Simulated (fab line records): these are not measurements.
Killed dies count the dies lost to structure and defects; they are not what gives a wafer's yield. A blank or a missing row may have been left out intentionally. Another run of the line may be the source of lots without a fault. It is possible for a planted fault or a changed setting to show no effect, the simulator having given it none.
Which of the tools did it?    flow rit_cmos    14 lots, 42 wafers sampled, at 2 steps of a route of 202

WHAT THE GAUGES READ, wafer by wafer
The record holds no reading of a measuring or inspecting step that can be judged against a usual standard deviation.

TOOL THAT RAN EACH LOT (tool first, then ch and the chambers of the sampled wafers, then the start)
lot   RIT_PSD_COAT_01                   RIT_M1_PROBE_99
L275  litho_track-02 ch 0, day 3 05:02  -
L276  litho_track-04 ch 0, day 3 12:14  -
L277  litho_track-03 ch 0, day 3 16:31  -
L280  litho_track-02 ch 0, day 4 07:05  -
L282  litho_track-02 ch 0, day 4 16:30  -
L283  litho_track-02 ch 0, day 4 20:35  -
L286  litho_track-02 ch 0, day 5 10:49  -
L290  litho_track-04 ch 0, day 6 06:32  -
L292  litho_track-03 ch 0, day 6 14:44  -
L293  litho_track-04 ch 0, day 6 22:14  -
L294  litho_track-03 ch 0, day 7 03:12  -
L296  litho_track-04 ch 0, day 7 11:24  -
L297  litho_track-03 ch 0, day 7 15:06  -
L298  litho_track-03 ch 0, day 8 01:55  prober-02, day 8 11:32
- RIT_PSD_COAT_01: resist thk 1000 nm.
- RIT_M1_PROBE_99

AS READ BY THE TOOLS THEMSELVES (means over the sampled wafers that have a number; for cases with no such wafer, the mark the record gives instead)
RIT_PSD_COAT_01. Usual: spin_speed_rpm reads 3249.8 rpm (standard deviation 2.4).
lot   tool            spin_speed_rpm (rpm)  flag
L275  litho_track-02  3250.5                
L276  litho_track-04  3250.4                
L277  litho_track-03  3247.9                
L280  litho_track-02  3251.6                
L282  litho_track-02  3250.8                
L283  litho_track-02  4144.0                OFF
L286  litho_track-02  4144.7                OFF
L290  litho_track-04  3248.9                
L292  litho_track-03  3247.5                
L293  litho_track-04  3251.9                
L294  litho_track-03  3248.2                
L296  litho_track-04  3249.2                
L297  litho_track-03  3250.6                
L298  litho_track-03  3249.7                

RIT_M1_PROBE_99. Usual: killed_at_contacts 0.1, standard deviation 0.3; killed_at_front_end 7, standard deviation 3.3; killed_dies 7, standard deviation 3.3; killed_open 3.8, standard deviation 2.3; killed_short 3.5, standard deviation 2.1.
lot   tool       killed_at_contacts  killed_at_front_end  killed_dies  killed_open  killed_short  flag
L298  prober-02  0.0                 7                    7            2.7          4.7           

THE ANSWER, worked out from the rows above alone
Rule: a lot is off if the mean of its wafers that have a number lies more than 3 standard deviations from the usual mean. A lot without any number at a reading at which 4 lots or more have one is off too. The other lots that the step has rows for count as sound. After the gauges, taken in route order, come the tools' own readings; for these a lot's mean is taken, as printed above. At the first step where some lot is off, the reading lying furthest off is the one used; lots without a number count as furthest.
Off: L283, L286 (RIT_PSD_COAT_01, spin_speed_rpm).
A tool fits if, at that step or a process step before it, it ran every lot that is off, and no sound lot after the first of them. One candidate fits, namely litho_track-02 at RIT_PSD_COAT_01. A fault onset in the window from L282 (day 4 16:30, its last sound lot) to L283 (day 4 20:35, its first lot off) fits.
The tool's own readings at RIT_PSD_COAT_01 bear it out: on the lots that are off they differ by more than 5 times the standard deviation of the sound lots' means. spin_speed_rpm reads 4144.4 rpm there against 3249.8 rpm on the sound lots.

WHAT THE SIMULATOR PUT IN
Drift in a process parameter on litho_track-02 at RIT_PSD_COAT_01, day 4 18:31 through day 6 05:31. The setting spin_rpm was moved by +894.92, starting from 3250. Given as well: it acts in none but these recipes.
Shown lots that were struck: L283, L286. The rule given above showed the same thing.
